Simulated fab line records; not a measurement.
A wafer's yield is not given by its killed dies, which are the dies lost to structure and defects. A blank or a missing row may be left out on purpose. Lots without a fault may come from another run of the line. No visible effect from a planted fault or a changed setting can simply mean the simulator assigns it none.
Comparing a struck lot with a sound one ; flow berkeley-cmos170 ; 26 steps out of a route of 331
Sound: wafers L257.1, L257.5, L257.6. The struck wafers were L269.1, L269.4, L269.6. The cause is named last.
For every step that has rows: the tool of each side, followed by ch and its chambers, followed by its first start. Under that, the readings that differ: sound wafers ; struck wafers ; difference of the means ; sigmas: that difference in standard deviations of wafers without a fault.
alike: words and numbers the same on both sides, and readings whose means are apart by under 2 such deviations; not compared: readings that were withheld, readings missing a value for some wafer, numbers with overlapping values and no deviation given by the record, and bounds like >300 which may hide the same value.
A row with sigmas, a row that says differs or no value, or rows on one side alone: a step with any of these is where the two part. Numbers that don't overlap but have no deviation are shown without sigmas and don't part them. Lack of a reading on every wafer of one side parts them only where that side has two or more wafers.

first, 3 steps without rows for these wafers: UCB170_PVT_EXPOSE_03 (exposes mask NWELL, target cd 3000 nm); UCB170_PVT_PEB_04; UCB170_PVT_DEVELOP_05 (develop time 45 s).
UCB170_PVT_OVL_MEAS_06:
  struck on overlay-01, day 8 23:58; sound on overlay-02, day 6 08:22
  alike: PVT_OVL
next, for these wafers, 1 step has no rows: UCB170_PVT_IMPLANT_07.
UCB170_PVT_STRIP_08: strips in O2.
  sound on plasma-asher-01 ch 0,1, day 6 08:34; struck on plasma-asher-01 ch 0,1, day 9 00:09
  alike: drypump-motor-current-A, oes-product-au, strip-time-to-endpoint-s
  not compared: rf-hours-counter-h
UCB170_PVT_TW_MEAS_09:
  struck on film-metro-03, day 9 00:15; sound on film-metro-02, day 6 08:40
  alike: PVT_TW
then, 1 step without rows for these wafers: UCB170_GATE_WET_ETCH_00 (etches SiO2 in dHF, time 200 s).
UCB170_FIELD_THK_MEAS_91:
  struck on film-metro-04, day 9 00:23; sound on film-metro-02, day 6 08:47
  alike: FIELD_OXIDE_LEFT_2_THK
then, 1 step without rows for these wafers: UCB170_GATE_OXIDATION_01 (target thk 6.6 nm, ox time 1800 s).
UCB170_GATE_THK_MEAS_02:
  struck on film-metro-04, day 9 05:20; sound on film-metro-04, day 6 12:00
reading;sound;struck;difference;sigmas
GATE_OXIDE_THK (nm);6.38 6.45 6.45;6.92 6.77 6.80;+0.40;+2
then, 1 step without rows for these wafers: UCB170_GATE_ANNEAL_03 (time 1800 s).
UCB170_GATE_CVD_04: deposits poly-Si from SiH4, time 1440 s, target thk 214 nm.
  sound on lpcvd-01 ch 0, day 6 14:26; struck on lpcvd-02 ch 0, day 9 10:55
  alike: susceptor-temp-C
UCB170_GATE_THK_MEAS_05:
  struck on film-metro-01, day 9 12:19; sound on film-metro-03, day 6 16:32
reading;sound;struck;difference;sigmas
GATE_POLY_THK (nm);215.5 215.7 212.9;429.5 433.8 431.0;+216.7;+87
then, 6 steps without rows for these wafers: UCB170_GATE_COAT_06; UCB170_GATE_COAT_07 (resist thk 900 nm); UCB170_GATE_SOFTBAKE_08 (time 60 s); UCB170_GATE_EXPOSE_09 (exposes mask POLY, target cd 350 nm); UCB170_GATE_PEB_10; UCB170_GATE_DEVELOP_11 (develop time 45 s).
UCB170_GATE_CD_MEAS_12: the cd target is 350 nm.
  struck on cd-sem-02, day 9 13:39; sound on cd-sem-02, day 6 17:56
  alike: cd-nm
UCB170_GATE_OVL_MEAS_13:
  struck on overlay-02, day 9 13:46; sound on overlay-02, day 6 18:03
  alike: GATE_OVL
UCB170_GATE_ETCH_14: etches BARC in N2/H2.
  sound on rie-diel-03 ch 0,3, day 6 18:05; struck on rie-diel-03 ch 0,2, day 9 13:48
  alike: drypump-motor-current-A, oes-product-au, throttle-valve-pct
UCB170_GATE_ETCH_15: etches poly-Si in HBr/Cl2, stops on SiO2, time 56.3 s, target depth 278.2 nm.
  sound on rie-si-02 ch 0,1,2, day 6 18:07; struck on rie-si-01 ch 0,1,3, day 9 13:51
reading;sound;struck;difference;sigmas
oes-product-au (a.u.);0.851 0.835 0.830;1.033 1.033 0.991;+0.180;+19
model.etch.depth-nm (nm);215.4 215.6 212.9;284.5 290 276.2;+68.9;
model.GATE.feature-depth-nm (nm);215.4 215.6 212.9;284.5 290 276.2;+68.9;
  alike: drypump-motor-current-A, throttle-valve-pct
  not compared: rf-hours-counter-h
UCB170_GATE_STRIP_16: strips in O2.
  sound on plasma-asher-03 ch 0,1, day 6 18:10; struck on plasma-asher-01 ch 0,1, day 9 14:05
reading;sound;struck;difference;sigmas
drypump-motor-current-A (A);5.71 5.72 5.40;5.38 5.52 5.35;-0.19;-2
model.poly-Si_of_GATE_CVD_04.thk-nm (nm);215.1 215.3 212.5;429.4 433 430.4;+216.6;
  alike: oes-product-au
  not compared: rf-hours-counter-h
UCB170_GATE_CD_MEAS_90: the cd target is 350 nm.
  struck on cd-sem-01, day 9 14:11; sound on cd-sem-02, day 6 18:16
  alike: cd-nm

== WHERE THEY PART ==
At UCB170_GATE_THK_MEAS_02 first; at UCB170_GATE_STRIP_16 last (within this record only). Later steps at which nothing parts them and some readings are alike: UCB170_GATE_CD_MEAS_90.

WHY: whatever the simulator had introduced
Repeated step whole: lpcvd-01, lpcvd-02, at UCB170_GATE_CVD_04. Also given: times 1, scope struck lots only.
